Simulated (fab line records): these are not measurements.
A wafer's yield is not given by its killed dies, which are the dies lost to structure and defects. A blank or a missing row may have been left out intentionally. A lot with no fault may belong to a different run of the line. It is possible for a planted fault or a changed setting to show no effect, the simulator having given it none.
Split-lot study | flow berkeley_cmos170 | on a route of 331 steps: 5 lots, 27 wafers read

ON THE SPLIT
At UCB170_V2_CVD_00 (deposits SiO2 from TEOS/O2, target thk 2000 nm, time 250 s), the setting time_s was moved away from the recipe's 250 s on 6 of the 27 wafers read, by -28.8% to +35.0%. All remaining wafers had this setting at the recipe value.

No step appears in the file between the split and the reading.

THE READING
V2_TEOS_THK at UCB170_V2_THK_MEAS_01, in nm. On this fab line, fault-free wafers typically give 2008 nm with a standard deviation of 28 nm.

wafer  | tool, chamber at the split | time_s as run, s | against the recipe | V2_TEOS_THK, nm | against lot-mates on the recipe
L075.2 | pecvd-03, 2                | 250              | recipe             | 1918            | -
L075.4 | pecvd-03, 1                | 250              | recipe             | 2009            | -
L075.6 | pecvd-03, 0                | 250              | recipe             | 2001            | -
L081.1 | pecvd-04, 1                | 250              | recipe             | 2021            | -
L081.2 | pecvd-04, 0                | 250              | recipe             | 1994            | -
L081.3 | pecvd-04, 2                | 250              | recipe             | 2023            | -
L081.4 | pecvd-04, 2                | 250              | recipe             | 2042            | -
L081.5 | pecvd-04, 0                | 250              | recipe             | 2046            | -
L081.6 | pecvd-04, 1                | 250              | recipe             | 2033            | -
L083.1 | pecvd-03, 1                | 250              | recipe             | 2026            | -
L083.2 | pecvd-03, 0                | 250              | recipe             | 2026            | -
L083.3 | pecvd-03, 2                | 250              | recipe             | 1995            | -
L083.4 | pecvd-03, 0                | 250              | recipe             | 2063            | -
L083.5 | pecvd-03, 2                | 250              | recipe             | 2028            | -
L083.6 | pecvd-03, 1                | 250              | recipe             | 2047            | -
L085.1 | pecvd-03, 0                | 177.9            | -28.8%             | 1443            | -587
L085.2 | pecvd-03, 1                | 177.9            | -28.8%             | 1425            | -605
L085.3 | pecvd-03, 2                | 177.9            | -28.8%             | 1409            | -621
L085.4 | pecvd-03, 0                | 250              | recipe             | 2030            | -
L085.5 | pecvd-03, 1                | 250              | recipe             | 2027            | -
L085.6 | pecvd-03, 2                | 250              | recipe             | 2032            | -
L084.1 | pecvd-04, 1                | 337.4            | +35.0%             | 2656            | +638
L084.2 | pecvd-04, 0                | 337.4            | +35.0%             | 2683            | +665
L084.3 | pecvd-04, 2                | 250              | recipe             | 2001            | -
L084.4 | pecvd-04, 0                | 250              | recipe             | 2026            | -
L084.5 | pecvd-04, 2                | 337.4            | +35.0%             | 2726            | +708
L084.6 | pecvd-04, 1                | 250              | recipe             | 2026            | -

FIT RESULTS
A straight line over all 27 wafers: V2_TEOS_THK changes by +19.7 nm for each +1% of time_s; r = +1.00; the points scatter about the line by 30 nm.
The same after taking each lot's own level away (the mean of its wafers on the recipe; 27 wafers): +19.9 nm for each +1%; r = +1.00; scatter 26 nm.
According to that fit, moving time_s by its largest amount changes the reading by 7e+02 nm.
The span of the lots' own levels, 1976.0 to 2030.8 nm, comes to 2.0 times the standard deviation stated above.
Consequently the slope shifts little with the lot-to-lot level, the two slopes agreeing.
Check: +705 nm against its lot-mates is what the line predicts for one of the wafers moved furthest among these (+35.0%) when that wafer is left out of the fit. Against them it came out at +638 nm.

THE WHOLE CHAIN: every reading that the file lists as answering this split, in the file's order
step                  | what it does                                               | reading                                                                   | change (the file's fit)              | r (the file's)
UCB170_V2_CVD_00      | deposits SiO2 from TEOS/O2, target thk 2000 nm, time 250 s | SiO2_of_V2_CVD_00.thk_nm (the simulator's own value, which no gauge read) | +19.9 nm for each +1% of the setting | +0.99
UCB170_V2_THK_MEAS_01 |                                                            | V2_TEOS_THK                                                               | +19.9 for each +1% of the setting    | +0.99

THE FILE'S OWN FIT
V2_TEOS_THK changes by +19.9 nm for each +1% of time_s, r = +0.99.
